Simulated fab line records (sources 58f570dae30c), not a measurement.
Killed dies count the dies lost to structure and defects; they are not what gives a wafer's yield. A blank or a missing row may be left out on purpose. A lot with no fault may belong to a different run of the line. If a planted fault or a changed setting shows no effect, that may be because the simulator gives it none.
Problem report in the 8D (eight disciplines) form, filled by code ; flow berkeley cmos170 ; the parts of the form that need people (team, actions taken, sign-off) are left out

## 1. WHAT WENT WRONG
Mean of cd nm at UCB170_V2_CD_MEAS_90: 708.4 nm across 2 wafers in 2 lots; on wafers with no fault it is 699.7 nm (standard deviation 1.5). That is +5.8 standard deviations from the usual mean.
The step: target cd 700 nm.
Earliest sighting: wafer L594.1 on cd sem-01 at day 11 20:17. The record has a number at this step for 42 wafers belonging to 14 lots. Rule for "out" (also "out of limits"): further than 4 standard deviations from the usual mean. Any other wafer with a number is counted as sound.

## 2. WHAT IT IS, AND WHAT IT ISN'T
question;is;is not
which readings at this step;cd nm;-
which lots;L592, L594;L583, L584, L585, L586, L587, L589, L590, L596, L597, L598, L600, L604
which wafers of those lots;L592.5, L594.1;L592.2, L592.4, L594.3, L594.6
read on which gauges;cd sem-01;cd sem-02
when;from day 11 20:17;"up to then (23 sound wafers); but 17 sound wafers of L592, L596, L597, L598, L600, L604 came after"

## 3. THE SUSPECTS, EACH WITH WHAT RULES IT OUT
Counting: if a tool at a process step up to the reading ran every lot that is out, it stays a suspect. Sound lots after the first of them don't rule it out here, since some wafers of a struck lot are sound.
- the gauge at UCB170_V2_CD_MEAS_90 is ruled out. All the wafers that are out were read on cd sem-01, but those of them that UCB170_V2_STRIP_15 has rows for are out there too, on other tools.
- rie si-02 at UCB170_GATE_ETCH_15 (etches poly-Si in HBr/Cl2, stops on SiO2, time 56.3 s, target depth 278.2 nm): kept. Every lot that is out went through it, the first being L594 (day 10 02:17); the last sound lot it ran before that was L590 (day 9 05:31).
- rie diel-04 at UCB170_V2_ETCH_14 (etches SiO2 in CHF3/CF4/Ar, stops on Al, target depth 1250 nm, time 291 s): kept. Every lot that is out went through it, the first being L594 (day 11 19:57); the last sound lot it ran before that was L589 (day 11 03:39).
- Within rie si-02 at UCB170_GATE_ETCH_15: the wafers that are out ran in chambers 1, 2; their sound lot-mates ran in chambers 0, 3.
- In rie diel-04 at UCB170_V2_ETCH_14, the wafers that are out were processed in chamber 0 and their sound lot-mates in chambers 1, 3.
Left after counting: rie si-02 at UCB170_GATE_ETCH_15, rie diel-04 at UCB170_V2_ETCH_14.

## 4. THE CAUSE (what the simulator had put in)
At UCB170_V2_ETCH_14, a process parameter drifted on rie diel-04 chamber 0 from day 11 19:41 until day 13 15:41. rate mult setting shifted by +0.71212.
2 suspects survive the count, and this tool is in that group.

## 5. THE CHAIN OF EFFECTS, in route order
Each row: a reading whose mean over the struck wafers that have a number lies more than 3 standard deviations from the usual. Only readings for which the record gives a usual standard deviation are gone through. hours: the time from each lot's start at the first step in this table that gives one to its start at this step, as a median over the lots. sigmas: the change in usual standard deviations.
hours;step;reading;usual;on struck wafers;change;sigmas
0;UCB170_V2_STRIP_15;oes product au;0.722 a.u.;0.680;-0.041;-8.6
0;UCB170_V2_STRIP_15;strip time to endpoint s;15.16 s;10.62;-4.54;-47
0;UCB170_V2_CD_MEAS_90;cd nm;699.7 nm;708.4;+8.7;+5.8
The process steps in it:
- UCB170_V2_STRIP_15: strips in O2.

## 6. HOW IT WOULD HAVE BEEN CAUGHT EARLIER
In this record the first reading out of limits at a measuring or inspecting step was taken at day 11 20:17, 1 hour after the fault began at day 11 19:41.
Tool readings at UCB170_V2_ETCH_14 with a usual standard deviation given in the record: none out on any struck wafer, hence no alarm at a limit of 4 standard deviations on them.
Among the 2 lots that are out, L592 began UCB170_V2_ETCH_14 on rie diel-04 after day 11 20:17. Holding the tool at that time would have saved it.
